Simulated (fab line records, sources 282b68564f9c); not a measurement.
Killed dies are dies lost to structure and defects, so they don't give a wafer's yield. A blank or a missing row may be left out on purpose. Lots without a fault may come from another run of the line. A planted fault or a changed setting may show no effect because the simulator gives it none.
Split-lot experiment | flow rit_cmos | 5 lots, 23 wafers read, on a route of 202 steps

THE SPLIT
At RIT_NRETRO_COAT_01 (resist thk 1300 nm), the setting resist_thk_nm was moved away from the recipe's 1300 nm on 5 of the 23 wafers read, by -4.8% to -2.2%. The other wafers ran this setting at the recipe's value.

The reading is taken at the split's own step.

THE READING
NOVOLAK_of_NRETRO_COAT_01.thk_nm (the simulator's own value, which no gauge read), in nm, at RIT_NRETRO_COAT_01 (resist thk 1300 nm). The file gives no usual value for it. The 18 wafers here that ran the recipe average 1297 nm, standard deviation 3.1 nm.

wafer  | tool, chamber at the split | resist_thk_nm as run, nm | against the recipe | NOVOLAK_of_NRETRO_COAT_01.thk_nm, nm | against lot-mates on the recipe
L074.1 | litho_track-04, 0          | 1271                     | -2.2%              | 1263                                 | -28
L074.4 | litho_track-04, 0          | 1271                     | -2.2%              | 1263                                 | -28
L074.2 | litho_track-04, 0          | 1300                     | recipe             | 1290                                 | -
L074.5 | litho_track-04, 0          | 1300                     | recipe             | 1293                                 | -
L074.6 | litho_track-04, 0          | 1271                     | -2.2%              | 1267                                 | -24
L077.2 | litho_track-01, 0          | 1300                     | recipe             | 1302                                 | -
L077.4 | litho_track-01, 0          | 1300                     | recipe             | 1297                                 | -
L077.5 | litho_track-01, 0          | 1300                     | recipe             | 1300                                 | -
L079.1 | litho_track-01, 0          | 1300                     | recipe             | 1298                                 | -
L079.3 | litho_track-01, 0          | 1300                     | recipe             | 1298                                 | -
L079.4 | litho_track-01, 0          | 1300                     | recipe             | 1297                                 | -
L079.5 | litho_track-01, 0          | 1300                     | recipe             | 1302                                 | -
L079.6 | litho_track-01, 0          | 1300                     | recipe             | 1295                                 | -
L081.1 | litho_track-01, 0          | 1300                     | recipe             | 1294                                 | -
L081.2 | litho_track-01, 0          | 1238                     | -4.8%              | 1234                                 | -60
L081.3 | litho_track-01, 0          | 1300                     | recipe             | 1293                                 | -
L081.4 | litho_track-01, 0          | 1238                     | -4.8%              | 1233                                 | -61
L081.6 | litho_track-01, 0          | 1300                     | recipe             | 1295                                 | -
L080.1 | litho_track-04, 0          | 1300                     | recipe             | 1296                                 | -
L080.3 | litho_track-04, 0          | 1300                     | recipe             | 1296                                 | -
L080.4 | litho_track-04, 0          | 1300                     | recipe             | 1296                                 | -
L080.2 | litho_track-04, 0          | 1300                     | recipe             | 1301                                 | -
L080.5 | litho_track-04, 0          | 1300                     | recipe             | 1297                                 | -

THE FIT
A straight line over all 23 wafers: NOVOLAK_of_NRETRO_COAT_01.thk_nm changes by +13.5 nm for each +1% of resist_thk_nm; r = +0.99; the points scatter about the line by 3.1 nm.
The same after taking each lot's own level away (the mean of its wafers on the recipe; 23 wafers): +12.6 nm for each +1%; r = +1.00; scatter 1.9 nm.
On that fit, the largest move of resist_thk_nm shifts the reading by 60 nm.
The lots' own levels span 1291.5 to 1299.7 nm, that is 2.6 times the standard deviation above.
So the lot-to-lot level changes the slope little: the two slopes agree.
Check: with one of the wafers moved furthest among these (-4.8%) left out of the fit, the line predicts -59.9 nm for it against its lot-mates. It came out at -60 nm against them.

OTHER SPLITS ON THESE WAFERS
These wafers also went through other splits before the reading. Each is held against what the fit with the lots' levels taken away leaves over:
other split on the same wafers  | wafers away from the commonest value | r with NOVOLAK_of_NRETRO_COAT_01.thk_nm (lot level and that fit taken away)
RIT_FOX1_OXIDATION_00 temp_c    | 10                                   | +0.12
RIT_NWELL_COAT_01 resist_thk_nm | 10                                   | +0.04
RIT_NWELL_SOFTBAKE_02 time_s    | 10                                   | +0.10

THE FILE'S OWN FIT
NOVOLAK_of_NRETRO_COAT_01.thk_nm changes by +12.6 nm for each +1% of resist_thk_nm, r = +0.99.
